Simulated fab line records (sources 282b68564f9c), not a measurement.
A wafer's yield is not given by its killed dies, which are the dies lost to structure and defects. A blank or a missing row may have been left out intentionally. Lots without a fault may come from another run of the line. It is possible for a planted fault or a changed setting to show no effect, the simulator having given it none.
fab line records / flow ritCmos
[record] lots = 5 wafers = 23
route steps=202 shown M1@196
startH: hours from the record's opening day to when the first of the lot's shown wafers began / waitH: time in hours since the lot's previous step / " same as the row above / L1.1+2: several wafers, shown together as one row / - no value, or no start given / * or withheld: withheld / < > ~ a bound
route shown NAME@n: names a module that has steps shown in the file, with the first one's number in the route / usual: the fault-free wafers' mean and standard deviation / same: alike in all rows / chamber/n: place in a boat / sites: readings site by site / _std_site: standard deviation of those values / _edge_site: the outer-site mean with the inner-site mean subtracted / radiusMm: how far each site lies from the wafer's centre / mask NAME#n: copy n / behind: tool/chamber where the wafer was last shaped / hold: reason for holding the lot/hours on hold/outcome of the hold / device: whichever transistor did not switch (one of n, p or np) / end of line: tests run on the same wafers once the route is complete / step lacking rows: just its recipe / killed: count of dies lost to structure and defects at first sort (not the wafer's yield) / map: a wafer's dies, x killed, . not, _ none there
set.NAME: the run value of the setting; set.NAME@STEP: its run value at that earlier step / model.NAME: the simulator's own value behind a step, which no gauge read
lots run with intentionally changed settings; tables by step, rows by wafer
[[steps]]
[step RIT_M1_METAL_ETCH_12]
[recipe] stopOn = SiO2 chemistry = Cl2/BCl3 target = Al timeS = 165 overEtchFrac = 0.5 pressureMtorr = 100 targetDepthA = 6000 rfW = 250 Cl2_flow_sccm = 60 bcl3FlowSccm = 50
lot.wafer=L075.1 tool=rieMetal-01 chamber=1 startH=66.91 waitH=0.2 set.rfW=250 set.doseMj@M1_EXPOSE_06=250 model.M1.cdNm=2597
lot.wafer=L075.2+3 tool=rieMetal-01 chamber=0 startH=66.91 waitH=0.2 set.rfW=272.3 set.doseMj@M1_EXPOSE_06=250 model.M1.cdNm=2594
lot.wafer=L075.4 tool=rieMetal-01 chamber=1 startH=66.91 waitH=0.2 set.rfW=250 set.doseMj@M1_EXPOSE_06=250 model.M1.cdNm=2599
lot.wafer=L075.5 tool=rieMetal-01 chamber=1 startH=66.91 waitH=0.2 set.rfW=250 set.doseMj@M1_EXPOSE_06=250 model.M1.cdNm=2598
lot.wafer=L076.1 tool=rieMetal-03 chamber=0 startH=67.83 waitH=0.2 set.rfW=260.7 set.doseMj@M1_EXPOSE_06=250 model.M1.cdNm=2599
lot.wafer=L076.2 tool=rieMetal-03 chamber=1 startH=67.83 waitH=0.2 set.rfW=250 set.doseMj@M1_EXPOSE_06=267.6 model.M1.cdNm=2578
lot.wafer=L076.3 tool=rieMetal-03 chamber=1 startH=67.83 waitH=0.2 set.rfW=260.7 set.doseMj@M1_EXPOSE_06=267.6 model.M1.cdNm=2577
lot.wafer=L076.5 tool=rieMetal-03 chamber=1 startH=67.83 waitH=0.2 set.rfW=250 set.doseMj@M1_EXPOSE_06=250 model.M1.cdNm=2597
lot.wafer=L076.6 tool=rieMetal-03 chamber=0 startH=67.83 waitH=0.2 set.rfW=250 set.doseMj@M1_EXPOSE_06=250 model.M1.cdNm=2601
lot.wafer=L077.1+2 tool=rieMetal-04 chamber=1,0 startH=80.03 waitH=0.2 set.rfW=250 set.doseMj@M1_EXPOSE_06=250 model.M1.cdNm=2603
lot.wafer=L077.5 tool=rieMetal-04 chamber=0 startH=80.03 waitH=0.2 set.rfW=250 set.doseMj@M1_EXPOSE_06=250 model.M1.cdNm=2602
lot.wafer=L078.1 tool=rieMetal-03 chamber=1 startH=83.34 waitH=0.2 set.rfW=250 set.doseMj@M1_EXPOSE_06=266.2 model.M1.cdNm=2574
lot.wafer=L078.3+6 tool=rieMetal-03 chamber=0 startH=83.34 waitH=0.2 set.rfW=250 set.doseMj@M1_EXPOSE_06=250 model.M1.cdNm=2597
lot.wafer=L078.4 tool=rieMetal-03 chamber=1 startH=83.34 waitH=0.2 set.rfW=250 set.doseMj@M1_EXPOSE_06=266.2 model.M1.cdNm=2578
lot.wafer=L078.5 tool=rieMetal-03 chamber=1 startH=83.34 waitH=0.2 set.rfW=250 set.doseMj@M1_EXPOSE_06=266.2 model.M1.cdNm=2576
lot.wafer=L082.1+6 tool=rieMetal-03 chamber=0,1 startH=103.49 waitH=0.2 set.rfW=250 set.doseMj@M1_EXPOSE_06=250 model.M1.cdNm=2600
lot.wafer=L082.2 tool=rieMetal-03 chamber=1 startH=103.49 waitH=0.2 set.rfW=240.6 set.doseMj@M1_EXPOSE_06=250 model.M1.cdNm=2600
lot.wafer=L082.3 tool=rieMetal-03 chamber=1 startH=103.49 waitH=0.2 set.rfW=250 set.doseMj@M1_EXPOSE_06=250 model.M1.cdNm=2601
lot.wafer=L082.4 tool=rieMetal-03 chamber=0 startH=103.49 waitH=0.2 set.rfW=240.6 set.doseMj@M1_EXPOSE_06=250 model.M1.cdNm=2603
[step RIT_M1_STRIP_13]
[recipe] chemistry = nmp resist = NOVOLAK tempC = 80 timeS = 600 dry = n2Spin
[step RIT_M1_STRIP_14]
[recipe] chemistry = O2 timeS = 180 platenTempC = withheld powerW = 500 pressureMtorr = 4000 o2FlowSccm = 4000
[step RIT_M1_CD_MEAS_90]
[recipe] targetCdNm = 2600
[usual] cdNm = 2600/3.2
lot.wafer=L075.1 tool=cdSem-01 chamber=- startH=67.46 waitH=0.1 set.doseMj@M1_EXPOSE_06=250 cdNm=2597
lot.wafer=L075.2 tool=cdSem-01 chamber=- startH=67.46 waitH=0.1 set.doseMj@M1_EXPOSE_06=250 cdNm=2594
lot.wafer=L075.3 tool=cdSem-01 chamber=- startH=67.46 waitH=0.1 set.doseMj@M1_EXPOSE_06=250 cdNm=2594
lot.wafer=L075.4 tool=cdSem-01 chamber=- startH=67.46 waitH=0.1 set.doseMj@M1_EXPOSE_06=250 cdNm=2599
lot.wafer=L075.5 tool=cdSem-01 chamber=- startH=67.46 waitH=0.1 set.doseMj@M1_EXPOSE_06=250 cdNm=2598
lot.wafer=L076.1 tool=cdSem-02 chamber=- startH=68.34 waitH=0.1 set.doseMj@M1_EXPOSE_06=250 cdNm=2599
lot.wafer=L076.2 tool=cdSem-02 chamber=- startH=68.34 waitH=0.1 set.doseMj@M1_EXPOSE_06=267.6 cdNm=2578
lot.wafer=L076.3 tool=cdSem-02 chamber=- startH=68.34 waitH=0.1 set.doseMj@M1_EXPOSE_06=267.6 cdNm=2577
lot.wafer=L076.5 tool=cdSem-02 chamber=- startH=68.34 waitH=0.1 set.doseMj@M1_EXPOSE_06=250 cdNm=2597
lot.wafer=L076.6 tool=cdSem-02 chamber=- startH=68.34 waitH=0.1 set.doseMj@M1_EXPOSE_06=250 cdNm=2601
lot.wafer=L077.1 tool=cdSem-01 chamber=- startH=80.56 waitH=0.1 set.doseMj@M1_EXPOSE_06=250 cdNm=2603
lot.wafer=L077.2 tool=cdSem-01 chamber=- startH=80.56 waitH=0.1 set.doseMj@M1_EXPOSE_06=250 cdNm=2603
lot.wafer=L077.5 tool=cdSem-01 chamber=- startH=80.56 waitH=0.1 set.doseMj@M1_EXPOSE_06=250 cdNm=2602
lot.wafer=L078.1 tool=cdSem-02 chamber=- startH=83.88 waitH=0.1 set.doseMj@M1_EXPOSE_06=266.2 cdNm=2575
lot.wafer=L078.3 tool=cdSem-02 chamber=- startH=83.88 waitH=0.1 set.doseMj@M1_EXPOSE_06=250 cdNm=2597
lot.wafer=L078.4 tool=cdSem-02 chamber=- startH=83.88 waitH=0.1 set.doseMj@M1_EXPOSE_06=266.2 cdNm=2578
lot.wafer=L078.5 tool=cdSem-02 chamber=- startH=83.88 waitH=0.1 set.doseMj@M1_EXPOSE_06=266.2 cdNm=2575
lot.wafer=L078.6 tool=cdSem-02 chamber=- startH=83.88 waitH=0.1 set.doseMj@M1_EXPOSE_06=250 cdNm=2597
lot.wafer=L082.1 tool=cdSem-02 chamber=- startH=104.09 waitH=0.1 set.doseMj@M1_EXPOSE_06=250 cdNm=2600
lot.wafer=L082.2 tool=cdSem-02 chamber=- startH=104.09 waitH=0.1 set.doseMj@M1_EXPOSE_06=250 cdNm=2600
lot.wafer=L082.3 tool=cdSem-02 chamber=- startH=104.09 waitH=0.1 set.doseMj@M1_EXPOSE_06=250 cdNm=2601
lot.wafer=L082.4 tool=cdSem-02 chamber=- startH=104.09 waitH=0.1 set.doseMj@M1_EXPOSE_06=250 cdNm=2603
lot.wafer=L082.6 tool=cdSem-02 chamber=- startH=104.09 waitH=0.1 set.doseMj@M1_EXPOSE_06=250 cdNm=2600
[step RIT_M1_ANNEAL_15]
[recipe] tempC = 450 timeS = 1800 ambient = forming_gas_H2N2
[step RIT_M1_PROBE_99]
lot.wafer=L075.1 tool=prober-02 chamber=- startH=69.20 waitH=0.1 set.developTimeS@GATE_DEVELOP_15=50 model.etest.pmos_0p3.rOnOhmUm=6200 model.etest.pmos_0p15.rOnOhmUm=2749 model.etest.nmos_0p3.rOnOhmUm=2154 model.etest.nmos_0p15.rOnOhmUm=1160 model.etest.nmosTurned.driveUaUm=303.8
lot.wafer=L075.2 tool=prober-02 chamber=- startH=69.25 waitH=0.1 set.developTimeS@GATE_DEVELOP_15=50 model.etest.pmos_0p3.rOnOhmUm=6095 model.etest.pmos_0p15.rOnOhmUm=2680 model.etest.nmos_0p3.rOnOhmUm=2135 model.etest.nmos_0p15.rOnOhmUm=1155 model.etest.nmosTurned.driveUaUm=311.6
lot.wafer=L075.3 tool=prober-02 chamber=- startH=69.30 waitH=0.2 set.developTimeS@GATE_DEVELOP_15=56.21 model.etest.pmos_0p3.rOnOhmUm=5827 model.etest.pmos_0p15.rOnOhmUm=2330 model.etest.nmos_0p3.rOnOhmUm=2018 model.etest.nmos_0p15.rOnOhmUm=1026 model.etest.nmosTurned.driveUaUm=338.6
lot.wafer=L075.4 tool=prober-02 chamber=- startH=69.35 waitH=0.2 set.developTimeS@GATE_DEVELOP_15=56.21 model.etest.pmos_0p3.rOnOhmUm=5711 model.etest.pmos_0p15.rOnOhmUm=2242 model.etest.nmos_0p3.rOnOhmUm=2038 model.etest.nmos_0p15.rOnOhmUm=1014 model.etest.nmosTurned.driveUaUm=353.8
lot.wafer=L075.5 tool=prober-02 chamber=- startH=69.40 waitH=0.2 set.developTimeS@GATE_DEVELOP_15=56.21 model.etest.pmos_0p3.rOnOhmUm=5613 model.etest.pmos_0p15.rOnOhmUm=2230 model.etest.nmos_0p3.rOnOhmUm=1985 model.etest.nmos_0p15.rOnOhmUm=1000 model.etest.nmosTurned.driveUaUm=349.2
lot.wafer=L076.1 tool=prober-01 chamber=- startH=70.70 waitH=0.1 set.developTimeS@GATE_DEVELOP_15=50 model.etest.pmos_0p3.rOnOhmUm=5756 model.etest.pmos_0p15.rOnOhmUm=2357 model.etest.nmos_0p3.rOnOhmUm=2021 model.etest.nmos_0p15.rOnOhmUm=1020 model.etest.nmosTurned.driveUaUm=381.9
lot.wafer=L076.2 tool=prober-01 chamber=- startH=70.75 waitH=0.1 set.developTimeS@GATE_DEVELOP_15=50 model.etest.pmos_0p3.rOnOhmUm=6007 model.etest.pmos_0p15.rOnOhmUm=2446 model.etest.nmos_0p3.rOnOhmUm=2056 model.etest.nmos_0p15.rOnOhmUm=1027 model.etest.nmosTurned.driveUaUm=375.8
lot.wafer=L076.3 tool=prober-01 chamber=- startH=70.80 waitH=0.2 set.developTimeS@GATE_DEVELOP_15=50 model.etest.pmos_0p3.rOnOhmUm=5894 model.etest.pmos_0p15.rOnOhmUm=2450 model.etest.nmos_0p3.rOnOhmUm=2076 model.etest.nmos_0p15.rOnOhmUm=1072 model.etest.nmosTurned.driveUaUm=368.4
lot.wafer=L076.5 tool=prober-01 chamber=- startH=70.90 waitH=0.2 set.developTimeS@GATE_DEVELOP_15=50 model.etest.pmos_0p3.rOnOhmUm=5835 model.etest.pmos_0p15.rOnOhmUm=2410 model.etest.nmos_0p3.rOnOhmUm=2032 model.etest.nmos_0p15.rOnOhmUm=1016 model.etest.nmosTurned.driveUaUm=376.2
lot.wafer=L076.6 tool=prober-01 chamber=- startH=70.95 waitH=0.2 set.developTimeS@GATE_DEVELOP_15=50 model.etest.pmos_0p3.rOnOhmUm=6028 model.etest.pmos_0p15.rOnOhmUm=2499 model.etest.nmos_0p3.rOnOhmUm=2115 model.etest.nmos_0p15.rOnOhmUm=1097 model.etest.nmosTurned.driveUaUm=367.5
lot.wafer=L077.1 tool=prober-02 chamber=- startH=82.30 waitH=0.1 set.developTimeS@GATE_DEVELOP_15=50 model.etest.pmos_0p3.rOnOhmUm=6232 model.etest.pmos_0p15.rOnOhmUm=2799 model.etest.nmos_0p3.rOnOhmUm=2128 model.etest.nmos_0p15.rOnOhmUm=1118 model.etest.nmosTurned.driveUaUm=329.2
lot.wafer=L077.2 tool=prober-02 chamber=- startH=82.35 waitH=0.1 set.developTimeS@GATE_DEVELOP_15=50 model.etest.pmos_0p3.rOnOhmUm=6306 model.etest.pmos_0p15.rOnOhmUm=2769 model.etest.nmos_0p3.rOnOhmUm=2120 model.etest.nmos_0p15.rOnOhmUm=1125 model.etest.nmosTurned.driveUaUm=340.3
lot.wafer=L077.5 tool=prober-02 chamber=- startH=82.50 waitH=0.2 set.developTimeS@GATE_DEVELOP_15=50 model.etest.pmos_0p3.rOnOhmUm=6308 model.etest.pmos_0p15.rOnOhmUm=2795 model.etest.nmos_0p3.rOnOhmUm=2141 model.etest.nmos_0p15.rOnOhmUm=1136 model.etest.nmosTurned.driveUaUm=327.6
lot.wafer=L078.1 tool=prober-02 chamber=- startH=86.83 waitH=0.1 set.developTimeS@GATE_DEVELOP_15=55.47 model.etest.pmos_0p3.rOnOhmUm=5733 model.etest.pmos_0p15.rOnOhmUm=2182 model.etest.nmos_0p3.rOnOhmUm=2078 model.etest.nmos_0p15.rOnOhmUm=1016 model.etest.nmosTurned.driveUaUm=340.3
lot.wafer=L078.3 tool=prober-02 chamber=- startH=86.93 waitH=0.2 set.developTimeS@GATE_DEVELOP_15=50 model.etest.pmos_0p3.rOnOhmUm=6219 model.etest.pmos_0p15.rOnOhmUm=2685 model.etest.nmos_0p3.rOnOhmUm=2221 model.etest.nmos_0p15.rOnOhmUm=1178 model.etest.nmosTurned.driveUaUm=305.1
lot.wafer=L078.4 tool=prober-02 chamber=- startH=86.98 waitH=0.2 set.developTimeS@GATE_DEVELOP_15=50 model.etest.pmos_0p3.rOnOhmUm=6157 model.etest.pmos_0p15.rOnOhmUm=2574 model.etest.nmos_0p3.rOnOhmUm=2176 model.etest.nmos_0p15.rOnOhmUm=1142 model.etest.nmosTurned.driveUaUm=308
lot.wafer=L078.5 tool=prober-02 chamber=- startH=87.03 waitH=0.2 set.developTimeS@GATE_DEVELOP_15=50 model.etest.pmos_0p3.rOnOhmUm=6181 model.etest.pmos_0p15.rOnOhmUm=2570 model.etest.nmos_0p3.rOnOhmUm=2174 model.etest.nmos_0p15.rOnOhmUm=1140 model.etest.nmosTurned.driveUaUm=315.1
lot.wafer=L078.6 tool=prober-02 chamber=- startH=87.08 waitH=0.2 set.developTimeS@GATE_DEVELOP_15=55.47 model.etest.pmos_0p3.rOnOhmUm=5743 model.etest.pmos_0p15.rOnOhmUm=2201 model.etest.nmos_0p3.rOnOhmUm=2069 model.etest.nmos_0p15.rOnOhmUm=1016 model.etest.nmosTurned.driveUaUm=340
lot.wafer=L082.1 tool=prober-01 chamber=- startH=105.83 waitH=0.1 set.developTimeS@GATE_DEVELOP_15=50 model.etest.pmos_0p3.rOnOhmUm=7527 model.etest.pmos_0p15.rOnOhmUm=3977 model.etest.nmos_0p3.rOnOhmUm=2452 model.etest.nmos_0p15.rOnOhmUm=1400 model.etest.nmosTurned.driveUaUm=128.7
lot.wafer=L082.2 tool=prober-01 chamber=- startH=105.88 waitH=0.1 set.developTimeS@GATE_DEVELOP_15=47.39 model.etest.pmos_0p3.rOnOhmUm=7918 model.etest.pmos_0p15.rOnOhmUm=4288 model.etest.nmos_0p3.rOnOhmUm=2559 model.etest.nmos_0p15.rOnOhmUm=1501 model.etest.nmosTurned.driveUaUm=120.8
lot.wafer=L082.3 tool=prober-01 chamber=- startH=105.93 waitH=0.2 set.developTimeS@GATE_DEVELOP_15=50 model.etest.pmos_0p3.rOnOhmUm=7566 model.etest.pmos_0p15.rOnOhmUm=4049 model.etest.nmos_0p3.rOnOhmUm=2452 model.etest.nmos_0p15.rOnOhmUm=1417 model.etest.nmosTurned.driveUaUm=130
lot.wafer=L082.4 tool=prober-01 chamber=- startH=105.98 waitH=0.2 set.developTimeS@GATE_DEVELOP_15=47.39 model.etest.pmos_0p3.rOnOhmUm=7756 model.etest.pmos_0p15.rOnOhmUm=4102 model.etest.nmos_0p3.rOnOhmUm=2508 model.etest.nmos_0p15.rOnOhmUm=1430 model.etest.nmosTurned.driveUaUm=131.4
lot.wafer=L082.6 tool=prober-01 chamber=- startH=106.08 waitH=0.2 set.developTimeS@GATE_DEVELOP_15=50 model.etest.pmos_0p3.rOnOhmUm=7610 model.etest.pmos_0p15.rOnOhmUm=4007 model.etest.nmos_0p3.rOnOhmUm=2453 model.etest.nmos_0p15.rOnOhmUm=1394 model.etest.nmosTurned.driveUaUm=128.9
// killed by level:class
L077.1 REOX:geometricParticle:open=2 REOX:geometricParticle:short=2 FOX1:geometricParticle:open=1 FOX2:geometricParticle:open=1 GATE:geometricParticle:short=1
L077.2 GATE:geometricParticle:open=1 REOX:geometricParticle:open=1 SPACER:geometricParticle:short=1 CONTACT:geometricParticle:short=1 NLDD:coatMicrobubblePrinted=1
L077.5 REOX:geometricParticle:open=2 FOX2:geometricParticle:short=1 REOX:geometricParticle:short=1
[[key]]
[split] step = RIT_M1_METAL_ETCH_12 setting = rfW stated = 250 by = wafer
response none clear
split outsideThisFile step=RIT_GATE_DEVELOP_15 setting=developTimeS
split outsideThisFile step=RIT_M1_EXPOSE_06 setting=doseMj
// split outsideThisFile: this setting was split too, and the file shows its column; the key of that split is in another file
